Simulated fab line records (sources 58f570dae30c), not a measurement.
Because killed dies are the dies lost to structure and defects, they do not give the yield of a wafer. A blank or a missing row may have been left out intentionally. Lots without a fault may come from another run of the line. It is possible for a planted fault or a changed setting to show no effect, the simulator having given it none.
fab line records	flow berkeley-cmos170
record: lots: 5	wafers: 23
route steps=331 shown PSD@183 SILICIDE@211 CONTACT@217 M1@238 V1@254
start-h: hours from the record's opening day to when the first of the lot's shown wafers began	wait-h: how many hours have passed since the lot's step before this one	" identical to the entry in the row above	L1.1+2: a row that stands for several wafers	- no value present, or no start provided	* or withheld: withheld	< > ~ a bound
route shown NAME@n: a module of which the file shows steps, and the number in the route of the first	usual: mean/standard deviation taken from wafers without a fault	same: alike in all rows	chamber/n: place in a boat	sites: the reading at each site	_std_site: how widely they spread, as a standard deviation	_edge_site: the outer-site mean with the inner-site mean subtracted	radius-mm: how far each site lies from the wafer's centre	mask NAME#n: copy n	behind: the most recent tool/chamber to have shaped the wafer	hold: reason for holding the lot/hours on hold/outcome of the hold	device: the n, p or np transistor that did not switch	end of line: the same wafers' tests at the end of the route	where a step has no rows: the recipe by itself	killed: count of dies lost to structure and defects at first sort (not the wafer's yield)	map: per-die view of a wafer (x killed, . not killed, _ where there is no die)
set.NAME: setting as actually run; set.NAME@STEP: the setting as run at that earlier step	model.NAME: the simulator's own value behind a step, which no gauge read
lots run with intentionally changed settings; tables by step, rows by wafer
== steps ==
step: UCB170_PSD_IMPLANT_08
recipe: species: B	dose-cm2: 3e+15	energy-kev: 20	tilt-deg: 7
lot.wafer	tool	chamber	start-h	wait-h	set.energy-kev	model.implant.rp-nm	model.implant.drp-nm
L079.1+2+4	implanter-01	0	149.25	0.0	21.1	71.36	29.59
L079.5+6	"	0	"	"	20	67.68	28.34
L080.1+2	implanter-04	0	166.06	0.0	20	62.95	28.34
L080.3+5+6	"	0	"	"	21.08	66.31	29.56
L081.2+3+6	implanter-04	0	166.48	0.0	21.03	68.63	29.5
L081.4+5	"	0	"	"	20	65.31	28.34
L083.3+5+6	implanter-03	0	177.55	0.1	20	65	28.34
L085.2+3	implanter-01	0	186.39	0.0	20	64.66	28.34
L085.4+5+6	"	0	"	"	20.74	67.03	29.14
step: UCB170_PSD_STRIP_09
recipe: chemistry: O2	power-w: 400	pressure-mtorr: 3500	platen-temp-c: withheld	o2-flow-sccm: 400	overash-fraction: 0.5
usual: strip-time-to-endpoint-s: 29.40/0.059
lot.wafer	tool	chamber	start-h	wait-h	set.energy-kev@PSD_IMPLANT_08	strip-time-to-endpoint-s
L079.1	plasma-asher-03	1	149.40	0.1	21.1	29.86
L079.2	"	0	"	"	21.1	29.87
L079.4	"	1	"	"	21.1	29.82
L079.5	"	0	"	"	20	29.41
L079.6	"	1	"	"	20	29.42
L080.1	plasma-asher-01	0	166.21	0.1	20	29.47
L080.2	"	1	"	"	20	29.48
L080.3	"	0	"	"	21.08	29.91
L080.5	"	1	"	"	21.08	29.88
L080.6	"	0	"	"	21.08	29.84
L081.2	plasma-asher-01	1	166.60	0.1	21.03	29.82
L081.3	"	1	"	"	21.03	29.85
L081.4	"	0	"	"	20	29.34
L081.5	"	1	"	"	20	29.36
L081.6	"	0	"	"	21.03	29.82
L083.3	plasma-asher-03	1	177.68	0.1	20	29.44
L083.5	"	1	"	"	20	29.45
L083.6	"	0	"	"	20	29.40
L085.2	plasma-asher-01	1	186.51	0.1	20	29.42
L085.3	"	0	"	"	20	29.34
L085.4	"	1	"	"	20.74	29.59
L085.5	"	0	"	"	20.74	29.67
L085.6	"	1	"	"	20.74	29.68
step: UCB170_PSD_TW_MEAS_10
usual: PSD_TW: 2351/13
lot.wafer	tool	chamber	start-h	wait-h	set.energy-kev@PSD_IMPLANT_08	PSD_TW
L079.1	film-metro-04	-	149.50	0.1	21.1	2373
L079.2	"	-	"	"	21.1	2364
L079.4	"	-	"	"	21.1	2381
L079.5	"	-	"	"	20	2349
L079.6	"	-	"	"	20	2345
L080.1	film-metro-01	-	166.31	0.1	20	2359
L080.2	"	-	"	"	20	2349
L080.3	"	-	"	"	21.08	2385
L080.5	"	-	"	"	21.08	2379
L080.6	"	-	"	"	21.08	2384
L081.2	film-metro-01	-	166.71	0.1	21.03	2396
L081.3	"	-	"	"	21.03	2386
L081.4	"	-	"	"	20	2363
L081.5	"	-	"	"	20	2364
L081.6	"	-	"	"	21.03	2391
L083.3	film-metro-04	-	177.77	0.1	20	2332
L083.5	"	-	"	"	20	2319
L083.6	"	-	"	"	20	2328
L085.2	film-metro-01	-	186.62	0.1	20	2364
L085.3	"	-	"	"	20	2360
L085.4	"	-	"	"	20.74	2386
L085.5	"	-	"	"	20.74	2382
L085.6	"	-	"	"	20.74	2387
step: UCB170_SILICIDE_SPUTTER_01
recipe: material: Ti	target-thk-nm: 30	time-s: 25	power-w: 1500	chamber-pressure-pa: 0.5
lot.wafer	tool	chamber	start-h	wait-h	set.power-w	model.Ti_of_SILICIDE_SPUTTER_01.thk-nm
L079.1	pvd-sputter-02	-	154.62	0.0	1500	29.96
L079.2	"	-	"	"	1676	33.51
L079.4	"	-	"	"	1676	33.73
L079.5	"	-	"	"	1500	29.91
L079.6	"	-	"	"	1500	29.94
L080.1	pvd-sputter-03	-	169.97	0.0	1500	29.69
L080.2	"	-	"	"	1500	29.42
L080.3	"	-	"	"	1675	33.21
L080.5	"	-	"	"	1500	29.43
L080.6	"	-	"	"	1675	33.37
L081.2	pvd-sputter-04	-	170.65	0.0	1664	33.17
L081.3	"	-	"	"	1664	33.31
L081.4	"	-	"	"	1664	32.86
L081.5	"	-	"	"	1500	30.11
L081.6	"	-	"	"	1500	29.49
L083.3	pvd-sputter-02	-	181.61	0.0	1500	30.21
L083.5	"	-	"	"	1500	29.9
L083.6	"	-	"	"	1500	29.98
L085.2	pvd-sputter-04	-	189.87	0.0	1500	30.17
L085.3	"	-	"	"	1320	26.65
L085.4	"	-	"	"	1320	26.08
L085.5	"	-	"	"	1500	30.33
L085.6	"	-	"	"	1500	30.37
step: UCB170_SILICIDE_RS_MEAS_02
recipe: thk-meas-gauge: four-point-probe	reads: Ti_of_SILICIDE_SPUTTER_01
usual: SILICIDE_TI_RS: 26.3/0.31
lot.wafer	tool	chamber	start-h	wait-h	set.power-w@SILICIDE_SPUTTER_01	SILICIDE_TI_RS[ohm/sq]
L079.1	film-metro-03	-	154.66	0.0	1500	26.2
L079.2	"	-	"	"	1676	22.9
L079.4	"	-	"	"	1676	22.8
L079.5	"	-	"	"	1500	26.2
L079.6	"	-	"	"	1500	26.2
L080.1	film-metro-03	-	170.00	0.0	1500	26.5
L080.2	"	-	"	"	1500	26.7
L080.3	"	-	"	"	1675	23.2
L080.5	"	-	"	"	1500	26.7
L080.6	"	-	"	"	1675	23.1
L081.2	film-metro-02	-	170.70	0.0	1664	23.1
L081.3	"	-	"	"	1664	23.0
L081.4	"	-	"	"	1664	23.4
L081.5	"	-	"	"	1500	25.9
L081.6	"	-	"	"	1500	26.5
L083.3	film-metro-02	-	181.68	0.1	1500	25.9
L083.5	"	-	"	"	1500	26.2
L083.6	"	-	"	"	1500	26.1
L085.2	film-metro-02	-	189.92	0.0	1500	25.9
L085.3	"	-	"	"	1320	30.0
L085.4	"	-	"	"	1320	30.7
L085.5	"	-	"	"	1500	25.7
L085.6	"	-	"	"	1500	25.7
step: UCB170_SILICIDE_THK_MEAS_03
recipe: thk-meas-gauge: xrf	reads: Ti_of_SILICIDE_SPUTTER_01
usual: SILICIDE_TI_THK: 30.1/0.31
lot.wafer	tool	chamber	start-h	wait-h	set.power-w@SILICIDE_SPUTTER_01	SILICIDE_TI_THK[nm]
L079.1	film-metro-03	-	154.78	0.1	1500	30.3
L079.2	"	-	"	"	1676	33.9
L079.4	"	-	"	"	1676	33.9
L079.5	"	-	"	"	1500	30.2
L079.6	"	-	"	"	1500	30.2
L080.1	film-metro-03	-	170.12	0.1	1500	30.1
L080.2	"	-	"	"	1500	29.8
L080.3	"	-	"	"	1675	33.5
L080.5	"	-	"	"	1500	29.7
L080.6	"	-	"	"	1675	33.6
L081.2	film-metro-02	-	170.81	0.1	1664	33.3
L081.3	"	-	"	"	1664	33.7
L081.4	"	-	"	"	1664	32.8
L081.5	"	-	"	"	1500	30.3
L081.6	"	-	"	"	1500	29.7
L083.3	film-metro-02	-	181.78	0.1	1500	30.4
L083.5	"	-	"	"	1500	30.1
L083.6	"	-	"	"	1500	30.0
L085.2	film-metro-02	-	190.03	0.1	1500	30.3
L085.3	"	-	"	"	1320	26.7
L085.4	"	-	"	"	1320	26.2
L085.5	"	-	"	"	1500	30.5
L085.6	"	-	"	"	1500	30.5
step: UCB170_CONTACT_CVD_01
recipe: material: PSG	target-thk-nm: 700	temp-c: 450	precursor: SiH4/O2/PH3	time-s: 2820	pressure-mtorr: 300	sih4-flow-sccm: 60	o2-flow-sccm: 90	ph3-flow-sccm: 25
lot.wafer	tool	chamber	start-h	wait-h	set.ph3-flow-sccm	model.PSG_of_CONTACT_CVD_01.thk-nm
L079.1	-	-	-	2.2	28.51	724.9
L079.2	"	-	"	"	28.51	728.5
L079.4	"	-	"	"	28.51	728.7
L079.5	"	-	"	"	28.51	729.5
L079.6	"	-	"	"	28.51	725.7
L080.1	-	-	-	0.0	23	702.8
L080.2+5+6	"	-	"	"	23	-
L080.3	"	-	"	"	23	705
L081.2	-	-	-	0.9	24.04	717.8
L081.3+5+6	"	-	"	"	24.04	-
L081.4	"	-	"	"	24.04	713.2
L083.3	lpcvd-02	1	182.19	0.0	25	704.2
L083.5	"	1	"	"	25	703.6
L083.6	"	1	"	"	25	705.2
L085.2+3+5	-	-	-	0.0	27.04	-
L085.4	"	-	"	"	27.04	718.3
L085.6	"	-	"	"	27.04	716
step: UCB170_CONTACT_COAT_10
recipe: resist: KrF	spin-rpm: 1500	resist-thk-nm: 900
lot.wafer	tool	chamber	start-h	wait-h	set.resist-thk-nm	model.KrF_of_CONTACT_COAT_10.thk-nm
L079.1	litho-track-02	0	-	-	900	900.2
L079.2	"	0	"	"	853.6	853.6
L079.4	"	0	"	"	853.6	854.5
L079.5	"	0	"	"	853.6	853.9
L079.6	"	0	"	"	900	902.2
L080.1	litho-track-02	0	-	-	900	902.4
L080.2	"	0	"	"	878.7	881.6
L080.3	"	0	"	"	900	903.3
L080.5	"	0	"	"	878.7	880.3
L080.6	"	0	"	"	900	903.5
L081.2	litho-track-03	0	-	-	923.9	922.1
L081.3	"	0	"	"	923.9	921.3
L081.4	"	0	"	"	900	900.6
L081.5	"	0	"	"	923.9	922.6
L081.6	"	0	"	"	900	899
L083.3	litho-track-01	0	-	-	900	897.4
L083.5	"	0	"	"	900	899.2
L083.6	"	0	"	"	900	899.6
L085.2	litho-track-03	0	-	-	900	897.9
L085.3	"	0	"	"	918.4	918
L085.4	"	0	"	"	918.4	916.2
L085.5	"	0	"	"	918.4	920.3
L085.6	"	0	"	"	900	899.9
step: UCB170_CONTACT_SOFTBAKE_11
recipe: resist: KrF	temp-c: 130	time-s: 60
step: UCB170_CONTACT_EXPOSE_12
recipe: mask-id: CONT	target-cd-nm: 700	na: 0.5	sigma-outer: 0.6	source-shape: conventional	dose-mj: 35
step: UCB170_CONTACT_ETCH_17
recipe: chemistry: N2/H2	target-depth-a: withheld	overetch-a: withheld	target: BARC	time-s: withheld	source-w: 500	bias-w: 100	pressure-mtorr: 30	n2-flow-sccm: 100	h2-flow-sccm: 200
step: UCB170_CONTACT_ETCH_18
recipe: chemistry: CHF3/CF4/Ar	target: PSG	stop-on: TiSi2	CHF3_flow_sccm: 45	cf4-flow-sccm: 15	Ar_flow_sccm: 150	pressure-mtorr: 200	rf-w: 700	target-depth-a: 8400	over-etch-frac: 0.2	time-s: 195
lot.wafer	tool	chamber	start-h	wait-h	set.resist-thk-nm@CONTACT_COAT_10	model.KrF_of_CONTACT_COAT_10.thk-nm
L079.1	rie-diel-03	0	-	-	900	691.6
L079.2	"	2	"	"	853.6	642.1
L079.4	"	3	"	"	853.6	639.7
L079.5	"	3	"	"	853.6	640.6
L079.6	"	0	"	"	900	692.9
L080.1	rie-diel-01	1	-	-	900	691.5
L080.2	"	2	"	"	878.7	668.4
L080.3	"	0	"	"	900	702.2
L080.5	"	0	"	"	878.7	678.9
L080.6	"	1	"	"	900	691.7
L081.2	rie-diel-02	3	-	-	923.9	710.6
L081.3	"	0	"	"	923.9	710.3
L081.4	"	1	"	"	900	688.8
L081.5	"	0	"	"	923.9	711.3
L081.6	"	1	"	"	900	688.4
L083.3	rie-diel-01	3	-	-	900	692.4
L083.5	"	2	"	"	900	684.9
L083.6	"	1	"	"	900	685.8
L085.2	rie-diel-03	0	-	-	900	690
L085.3	"	1	"	"	918.4	711.7
L085.4	"	1	"	"	918.4	707.9
L085.5	"	0	"	"	918.4	712
L085.6	"	3	"	"	900	688.1
step: UCB170_M1_SPUTTER_00
recipe: material: Al	target-thk-nm: 600	time-s: 80	power-w: 6000	chamber-pressure-pa: 0.5
lot.wafer	tool	chamber	start-h	wait-h	set.power-w	model.Al_of_M1_SPUTTER_00.thk-nm
L079.1	pvd-sputter-02	-	161.52	0.0	6185	612.6
L079.2	"	-	"	"	6000	597.8
L079.4	"	-	"	"	6000	602
L079.5	"	-	"	"	6185	616.3
L079.6	"	-	"	"	6000	599.4
L080.1	pvd-sputter-02	-	175.32	0.0	6000	601.9
L080.2	"	-	"	"	6699	668.1
L080.3	"	-	"	"	6000	602.3
L080.5	"	-	"	"	6699	672.2
L080.6	"	-	"	"	6699	674.3
L081.2	pvd-sputter-02	-	178.87	0.0	6000	597.6
L081.3	"	-	"	"	6387	639.1
L081.4	"	-	"	"	6000	598.2
L081.5	"	-	"	"	6387	643.3
L081.6	"	-	"	"	6387	636.9
L083.3	pvd-sputter-02	-	187.37	0.0	6000	601.4
L083.5	"	-	"	"	6000	596.6
L083.6	"	-	"	"	6000	597.3
L085.2	pvd-sputter-01	-	195.42	0.0	6624	668.6
L085.3	"	-	"	"	6624	667.8
L085.4	"	-	"	"	6000	598.6
L085.5	"	-	"	"	6624	667.5
L085.6	"	-	"	"	6000	604.6
step: UCB170_M1_RS_MEAS_01
recipe: thk-meas-gauge: four-point-probe	reads: Al_of_M1_SPUTTER_00
usual: M1_AL_RS: 0.0483/0.00045
lot.wafer	tool	chamber	start-h	wait-h	set.power-w@M1_SPUTTER_00	M1_AL_RS[ohm/sq]
L079.1	film-metro-02	-	161.58	0.0	6185	0.0475
L079.2	"	-	"	"	6000	0.0485
L079.4	"	-	"	"	6000	0.0481
L079.5	"	-	"	"	6185	0.0470
L079.6	"	-	"	"	6000	0.0484
L080.1	film-metro-01	-	175.38	0.0	6000	0.0485
L080.2	"	-	"	"	6699	0.0435
L080.3	"	-	"	"	6000	0.0484
L080.5	"	-	"	"	6699	0.0434
L080.6	"	-	"	"	6699	0.0431
L081.2	film-metro-01	-	178.95	0.1	6000	0.0489
L081.3	"	-	"	"	6387	0.0456
L081.4	"	-	"	"	6000	0.0487
L081.5	"	-	"	"	6387	0.0454
L081.6	"	-	"	"	6387	0.0458
L083.3	film-metro-02	-	187.47	0.1	6000	0.0484
L083.5	"	-	"	"	6000	0.0487
L083.6	"	-	"	"	6000	0.0487
L085.2	film-metro-04	-	195.51	0.1	6624	0.0434
L085.3	"	-	"	"	6624	0.0435
L085.4	"	-	"	"	6000	0.0487
L085.5	"	-	"	"	6624	0.0435
L085.6	"	-	"	"	6000	0.0480
step: UCB170_M1_THK_MEAS_02
recipe: thk-meas-gauge: xrf	reads: Al_of_M1_SPUTTER_00
usual: M1_AL_THK: 600/6.8
lot.wafer	tool	chamber	start-h	wait-h	set.power-w@M1_SPUTTER_00	M1_AL_THK[nm]
L079.1	film-metro-02	-	161.70	0.1	6185	608
L079.2	"	-	"	"	6000	597
L079.4	"	-	"	"	6000	594
L079.5	"	-	"	"	6185	613
L079.6	"	-	"	"	6000	593
L080.1	film-metro-01	-	175.50	0.1	6000	604
L080.2	"	-	"	"	6699	673
L080.3	"	-	"	"	6000	602
L080.5	"	-	"	"	6699	678
L080.6	"	-	"	"	6699	678
L081.2	film-metro-01	-	179.06	0.1	6000	600
L081.3	"	-	"	"	6387	640
L081.4	"	-	"	"	6000	598
L081.5	"	-	"	"	6387	648
L081.6	"	-	"	"	6387	641
L083.3	film-metro-02	-	187.57	0.1	6000	594
L083.5	"	-	"	"	6000	594
L083.6	"	-	"	"	6000	593
L085.2	film-metro-04	-	195.62	0.1	6624	676
L085.3	"	-	"	"	6624	666
L085.4	"	-	"	"	6000	604
L085.5	"	-	"	"	6624	669
L085.6	"	-	"	"	6000	609
step: UCB170_M1_METAL_ETCH_12
recipe: chemistry: Cl2/BCl3	target: Al	stop-on: PSG	pressure-mtorr: 12	target-depth-a: 7800	over-etch-frac: 0.3	time-s: 130	icp-w: 600	bias-w: 120	Cl2_flow_sccm: 90	bcl3-flow-sccm: 45
usual: oes-product-au: 0.850/0.015
lot.wafer	tool	chamber	start-h	wait-h	set.time-s	set.power-w@M1_SPUTTER_00	oes-product-au	model.KrF_of_M1_COAT_04.thk-nm
L079.1	rie-metal-04	1	162.80	-	148.9	6185	0.844	370
L079.2	"	1	"	"	148.9	6000	0.825	369.4
L079.4	"	1	"	"	130	6000	0.836	430.4
L079.5	"	1	"	"	130	6185	0.848	429.8
L079.6	"	1	"	"	130	6000	0.845	431.3
L080.1	rie-metal-04	1	176.90	-	130	6000	0.837	435.8
L080.2	"	1	"	"	130	6699	0.900	-
L080.3	"	1	"	"	130	6000	0.839	430.1
L080.5	"	1	"	"	130	6699	0.902	-
L080.6	"	1	"	"	130	6699	0.896	-
L081.2	rie-metal-01	0	180.84	-	137.6	6000	0.854	404.6
L081.3	"	1	"	"	137.6	6387	0.861	-
L081.4	"	0	"	"	130	6000	0.857	428.5
L081.5	"	0	"	"	130	6387	0.896	-
L081.6	"	1	"	"	130	6387	0.875	-
L083.3	rie-metal-01	0	188.70	-	130	6000	0.847	423.1
L083.5	"	1	"	"	130	6000	0.849	430.4
L083.6	"	0	"	"	130	6000	0.859	428.2
L085.2	rie-metal-01	0	196.87	-	117.7	6624	0.971	-
L085.3	"	1	"	"	117.7	6624	0.941	-
L085.4	"	0	"	"	130	6000	0.855	429.3
L085.5	"	0	"	"	130	6624	0.922	-
L085.6	"	1	"	"	117.7	6000	0.901	474.5
step: UCB170_V1_CVD_00
recipe: material: SiO2	target-thk-nm: 2000	temp-c: 390	precursor: TEOS/O2	time-s: 250	rf-w: 550	pressure-mtorr: 9000
lot.wafer	tool	chamber	start-h	wait-h	set.time-s	model.SiO2_of_V1_CVD_00.thk-nm
L079.1	pecvd-02	2	166.26	0.0	261.1	2078
L079.2	"	1	"	"	261.1	2093
L079.4	"	1	"	"	261.1	2090
L079.5	"	2	"	"	250	2024
L079.6	"	0	"	"	250	1993
L080.1	pecvd-04	2	180.29	0.0	250	1984
L080.2	"	0	"	"	217.3	1721
L080.3	"	1	"	"	250	2007
L080.5	"	2	"	"	250	2021
L080.6	"	0	"	"	217.3	1740
L081.2	pecvd-03	2	187.39	0.0	250	1964
L081.3	"	1	"	"	250	1954
L081.4+6	"	1,0	"	"	250	1997
L081.5	"	2	"	"	250	1989
L083.3	pecvd-02	2	191.68	0.0	250	1988
L083.5	"	2	"	"	250	2019
L083.6	"	0	"	"	250	2014
L085.2	pecvd-02	0	201.49	0.0	250	1977
L085.3	"	1	"	"	231.2	1831
L085.4	"	0	"	"	250	1984
L085.5	"	1	"	"	250	1997
L085.6	"	2	"	"	231.2	1872
step: UCB170_V1_THK_MEAS_01
recipe: reads: SiO2_of_V1_CVD_00
usual: V1_TEOS_THK: 1997/29
lot.wafer	tool	chamber	start-h	wait-h	set.time-s@V1_CVD_00	V1_TEOS_THK[nm]
L079.1	film-metro-03	-	166.42	0.1	261.1	2080
L079.2	"	-	"	"	261.1	2093
L079.4	"	-	"	"	261.1	2090
L079.5	"	-	"	"	250	2024
L079.6	"	-	"	"	250	1993
L080.1	film-metro-03	-	180.45	0.1	250	1986
L080.2	"	-	"	"	217.3	1720
L080.3	"	-	"	"	250	2008
L080.5	"	-	"	"	250	2020
L080.6	"	-	"	"	217.3	1738
L081.2	film-metro-01	-	187.56	0.1	250	1964
L081.3	"	-	"	"	250	1954
L081.4	"	-	"	"	250	1996
L081.5	"	-	"	"	250	1991
L081.6	"	-	"	"	250	1994
L083.3	film-metro-01	-	191.86	0.1	250	1988
L083.5	"	-	"	"	250	2019
L083.6	"	-	"	"	250	2012
L085.2	film-metro-02	-	201.66	0.1	250	1976
L085.3	"	-	"	"	231.2	1831
L085.4	"	-	"	"	250	1985
L085.5	"	-	"	"	250	1997
L085.6	"	-	"	"	231.2	1873
== key ==
split: step: UCB170_PSD_IMPLANT_08	setting: energy-kev	stated: 20	by: wafer
response: step: UCB170_PSD_IMPLANT_08	reading: model.implant.rp-nm	change: +0.645	per: 1%	r: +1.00
response: step: UCB170_PSD_IMPLANT_08	reading: model.implant.drp-nm	change: +0.226	per: 1%	r: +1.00
response: step: UCB170_PSD_STRIP_09	reading: strip-time-to-endpoint-s	change: *	per: 1%	r: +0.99
response: step: UCB170_PSD_TW_MEAS_10	reading: PSD_TW	change: +5.28	per: 1%	r: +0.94
split: step: UCB170_SILICIDE_SPUTTER_01	setting: power-w	stated: 1500	by: wafer
response: step: UCB170_SILICIDE_SPUTTER_01	reading: model.Ti_of_SILICIDE_SPUTTER_01.thk-nm	change: +0.318	per: 1%	r: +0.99
response: step: UCB170_SILICIDE_RS_MEAS_02	reading: SILICIDE_TI_RS	change: -0.314	per: 1%	r: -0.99
response: step: UCB170_SILICIDE_THK_MEAS_03	reading: SILICIDE_TI_THK	change: +0.316	per: 1%	r: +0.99
split: step: UCB170_CONTACT_CVD_01	setting: ph3-flow-sccm	stated: 25	by: lot
response: step: UCB170_CONTACT_CVD_01	reading: model.PSG_of_CONTACT_CVD_01.thk-nm	change: +1.03	per: 1%	r: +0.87
split: step: UCB170_CONTACT_COAT_10	setting: resist-thk-nm	stated: 900	by: wafer
response: step: UCB170_CONTACT_COAT_10	reading: model.KrF_of_CONTACT_COAT_10.thk-nm	change: +9.08	per: 1%	r: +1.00
response: step: UCB170_CONTACT_ETCH_18	reading: model.KrF_of_CONTACT_COAT_10.thk-nm	change: +9.64	per: 1%	r: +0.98
split: step: UCB170_M1_SPUTTER_00	setting: power-w	stated: 6000	by: wafer
response: step: UCB170_M1_SPUTTER_00	reading: model.Al_of_M1_SPUTTER_00.thk-nm	change: +6.15	per: 1%	r: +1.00
response: step: UCB170_M1_RS_MEAS_01	reading: M1_AL_RS	change: -0.000456	per: 1%	r: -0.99
response: step: UCB170_M1_THK_MEAS_02	reading: M1_AL_THK	change: +6.31	per: 1%	r: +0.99
response: step: UCB170_M1_METAL_ETCH_12	reading: oes-product-au	change: +0.00536	per: 1%	r: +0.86
split: step: UCB170_M1_METAL_ETCH_12	setting: time-s	stated: 130	by: wafer
response: step: UCB170_M1_METAL_ETCH_12	reading: model.KrF_of_M1_COAT_04.thk-nm	change: -4.26	per: 1%	r: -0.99
split: step: UCB170_V1_CVD_00	setting: time-s	stated: 250	by: wafer
response: step: UCB170_V1_CVD_00	reading: model.SiO2_of_V1_CVD_00.thk-nm	change: +20	per: 1%	r: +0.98
response: step: UCB170_V1_THK_MEAS_01	reading: V1_TEOS_THK	change: +20.1	per: 1%	r: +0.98
